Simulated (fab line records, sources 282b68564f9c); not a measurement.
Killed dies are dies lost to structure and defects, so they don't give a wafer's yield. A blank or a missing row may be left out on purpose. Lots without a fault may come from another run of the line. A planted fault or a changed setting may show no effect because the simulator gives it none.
fab line records | flow rit_cmos
record lots=14 wafers=42 last_day=7
route steps=202 shown NLDD@112
lots that met no fault: from a run of the same line without faults
start_h: hours from the record's first day to the start of the lot's first wafer shown | wait_h: hours since the lot's step before | " the same as in the row above | L1.1+2: a row that stands for several wafers | - no value, or no start given | * or withheld: withheld | < > ~ a bound
route shown NAME@n: a module of which the file shows steps, and the number in the route of the first | usual: mean/standard deviation of fault-free wafers | same: alike in all rows | chamber/n: place in a boat | sites: the reading at each site | _std_site: their standard deviation | _edge_site: outer sites' mean less inner sites' | radius_mm: how far each site lies from the wafer's centre | mask NAME#n: copy n | behind: the tool/chamber that last shaped the wafer | hold: why the lot was held/for how many hours/how that ended | device: the transistor (n, p or np) that didn't switch | end of line: the same wafers' tests at the end of the route | a step without rows: its recipe alone | killed: dies lost to structure and defects at the first sort, not the wafer's yield | map: a wafer's dies, x killed, . not, _ none there
set.NAME: the setting as run; set.NAME@STEP: as run at that earlier step | model.NAME: the simulator's own value behind a step, which no gauge read
steps of the route over a sample of lots; a table a step, a row a wafer
services: from which hour (start_h, from the record's first day; less than 0 if before it) a tool's chamber was out of use, for how many hours, and why
## steps
# step RIT_NLDD_STRIP_09
# recipe chemistry=O2 time_s=180 resist=NOVOLAK platen_temp_c=withheld power_w=500 pressure_mtorr=4000 o2_flow_sccm=4000
# usual chamber_pressure_mTorr=4000/4.2 drypump_motor_current_A=5.5/0.41
# columns lot.wafer tool chamber start_h wait_h chamber_pressure_mTorr drypump_motor_current_A rf_hours_counter_h
L224.1 plasma_asher-02 1 41.62 0.1 3996 5.8 41
L224.3 " 1 " " 3989 5.8 -
L224.6 " 1 " " 4004 5.8 -
L226.2 plasma_asher-02 1 53.61 0.1 3997 5.8 43
L226.3 " 1 " " 3996 5.8 -
L226.4 " 0 " " 4001 5.9 -
L228.1 plasma_asher-04 1 61.70 0.1 3995 5.8 27
L228.3 " 0 " " 4002 5.3 -
L228.4 " 1 " " 4004 5.7 -
L229.2 plasma_asher-04 1 66.94 0.1 4005 5.7 27
L229.3 " 0 " " 4004 5.3 -
L229.4 " 1 " " 4005 5.7 -
L230.3 plasma_asher-01 0 71.37 0.1 4002 4.7 -
L230.5 " 1 " " 4004 5.2 -
L230.6 " 0 " " 3999 4.6 -
L231.1 plasma_asher-01 1 76.41 0.1 4006 5.2 43
L231.5 " 1 " " 4003 5.2 -
L231.6 " 0 " " 4003 4.7 -
L232.1 plasma_asher-01 0 82.58 0.1 3993 4.7 44
L232.2 " 1 " " 4001 5.2 44
L232.6 " 0 " " 3997 4.7 -
L233.1 plasma_asher-02 0 87.82 0.1 4000 5.9 46
L233.3 " 1 " " 4003 5.8 -
L233.4 " 0 " " 4003 5.9 -
L235.1 plasma_asher-02 0 98.29 0.1 4799 5.9 48
L235.2 " 1 " " 3996 5.9 48
L235.4 " 0 " " 4799 5.9 -
L236.1 plasma_asher-04 0 101.20 0.1 3998 5.3 31
L236.5 " 1 " " 3997 5.8 -
L236.6 " 0 " " 3999 5.3 -
L237.2 plasma_asher-04 0 108.91 0.1 4000 5.3 32
L237.4 " 0 " " 4005 5.3 -
L237.5 " 1 " " 4003 5.8 -
L240.1 plasma_asher-02 1 122.68 0.1 4005 5.8 1
L240.3 " 1 " " 4004 5.8 -
L240.6 " 0 " " 4801 5.9 -
L242.2 plasma_asher-04 0 132.14 0.1 3996 5.3 34
L242.4 " 0 " " 3994 5.3 -
L242.5 " 1 " " 3996 5.8 -
L247.2 plasma_asher-04 0 157.29 0.1 3999 5.3 37
L247.4 " 0 " " 4006 5.3 -
L247.6 " 1 " " 4008 5.7 -
## services
# columns tool chamber start_h hours kind
plasma_asher-02 - 108.75 9.0 pm
plasma_asher-02 0 108.75 9.0 vent_cycle
plasma_asher-02 1 108.75 9.0 vent_cycle
plasma_asher-02 0 117.75 - clean
plasma_asher-02 1 117.75 - clean
## key
first_sign step=RIT_NLDD_STRIP_09 reading=chamber_pressure_mTorr direction=up sigmas=99+ usual=4000 struck=4800
effect none on later readings
met_at RIT_NLDD_STRIP_09
struck_lots L235,L240
struck_wafers L235.1,L235.4,L240.6
tester_left_out L235,L240
onset_between 87.82 98.29
fault kind=process_parameter_drift tool=plasma_asher-02 chamber=0 onset_h=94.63 steps=RIT_NLDD_STRIP_09 channel=pressure_mtorr offset=800 shape=step end_h=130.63 acts_in=these_recipes_only stated=4000
# tester_left_out: of these lots the tester's yield and bins aren't shown, on N5 and GAA mostly nor the transistor test; their killed dies are dies lost to structure and defects alone, not to doping, threshold or leakage, so they don't give the yield
